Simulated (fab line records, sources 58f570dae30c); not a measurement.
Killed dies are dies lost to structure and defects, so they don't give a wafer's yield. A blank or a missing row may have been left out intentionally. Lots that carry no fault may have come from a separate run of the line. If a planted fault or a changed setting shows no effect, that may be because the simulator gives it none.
Problem report, 8D (eight disciplines) form, completed by code ; flow berkeleyCmos170 ; the parts of the form that need people (team, actions taken, sign-off) are left out

1. PROBLEM STATEMENT
WELLDRIVE_OXIDE_THK at UCB170_WELLDRIVE_THK_MEAS_02 reads a mean of 70 nm on 9 wafers of 3 lots; wafers without a fault read 199 nm with a standard deviation of 3.3. That puts it -39 standard deviations away from the usual mean.
First observed at day 5 05:29: wafer L585.1, on filmMetro-04. The record holds 45 wafers of 15 lots with a number at this step. Rule for "out", or "out of limits": more than 4 standard deviations from the usual mean. All remaining wafers that have a number are taken as sound.

2. WHAT THIS IS AND IS NOT
question;is;is not
which readings at this step;WELLDRIVE_OXIDE_THK;-
which lots;L585, L586, L588;L577, L579, L580, L582, L583, L584, L587, L595, L596, L597, L598, L600
which wafers of those lots;all that have a number;-
read on which gauges;filmMetro-01, filmMetro-03, filmMetro-04;-
when;from day 5 05:29;"up to then (18 sound wafers); but 18 sound wafers of L587, L595, L596, L597, L598, L600 came after"

3. SUSPECTS, AND WHAT RULES EACH OUT
Counting: a tool at any process step up to the reading remains a suspect when it ran all the lots that are out and ran no sound lot after the first of those.
- the gauge at UCB170_WELLDRIVE_THK_MEAS_02: ruled out. Those wafers that are out were read across 3 gauges (filmMetro-01, filmMetro-03, filmMetro-04).
- furnace-02 at UCB170_WELLDRIVE_OXIDATION_01 (target thk 199 nm, ox time 9000 s): kept. All lots that are out passed through it, beginning with L585 at day 5 01:59, and no sound lot followed; its final sound lot before that point was L583 at day 4 19:35. On those wafers its own readings are out: spikeTcCentreC, spikeTcLoadC, spikeTcSourceC, tubeCenterTempC, tube_center_temp_C_max.
Remaining after the count: furnace-02 at UCB170_WELLDRIVE_OXIDATION_01.

4. THE CAUSE (what the simulator had put in)
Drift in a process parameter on furnace-02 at UCB170_WELLDRIVE_OXIDATION_01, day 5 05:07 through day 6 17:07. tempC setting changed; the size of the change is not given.
The count eliminated every tool but this one.

5. THE CHAIN OF EFFECTS, in route order
Rows list readings where the struck wafers' mean (over those with a number) sits beyond 3 standard deviations from the usual. Only readings for which the record gives a usual standard deviation are gone through. hours: the time from each lot's start at the first step in this table that gives one to its start at this step, as a median over the lots. sigmas: the change in usual standard deviations.
hours;step;reading;usual;on struck wafers;change;sigmas
0;UCB170_WELLDRIVE_OXIDATION_01;spikeTcCentreC;1103.2 C;971.5;-131.7;-99 or more
0;UCB170_WELLDRIVE_OXIDATION_01;spikeTcLoadC;1127.5 C;994.9;-132.6;-99 or more
0;UCB170_WELLDRIVE_OXIDATION_01;spikeTcSourceC;1125 C;993;-132;-37
0;UCB170_WELLDRIVE_OXIDATION_01;tubeCenterTempC;1100 C;969;-131;-99 or more
0;UCB170_WELLDRIVE_OXIDATION_01;tube_center_temp_C_max;1102.8;971.3;-131.5;-99 or more
0;UCB170_WELLDRIVE_OXIDATION_01;zonePowerSourcePct;45 %;31;-14;-3.3
4;UCB170_WELLDRIVE_THK_MEAS_02;WELLDRIVE_OXIDE_THK;199 nm;70;-129;-39
Process steps it contains:
- UCB170_WELLDRIVE_OXIDATION_01: target thk 199 nm, ox time 9000 s.

6. HOW IT WOULD HAVE BEEN CAUGHT EARLIER
0 hours passed between the start of the fault at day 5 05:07 and the first reading out of limits at a measuring or inspecting step in this record, taken at day 5 05:29.
At UCB170_WELLDRIVE_OXIDATION_01, the tool's own readings (spikeTcCentreC, spikeTcLoadC, spikeTcSourceC, tubeCenterTempC, tube_center_temp_C_max) were out on each struck wafer the step has a row for, so an alarm limit on them would have fired on the first such wafer.
Among the 3 lots that are out, L586, L588 began UCB170_WELLDRIVE_OXIDATION_01 on furnace-02 after day 5 05:29. A hold on the tool at that time would have spared those 2.
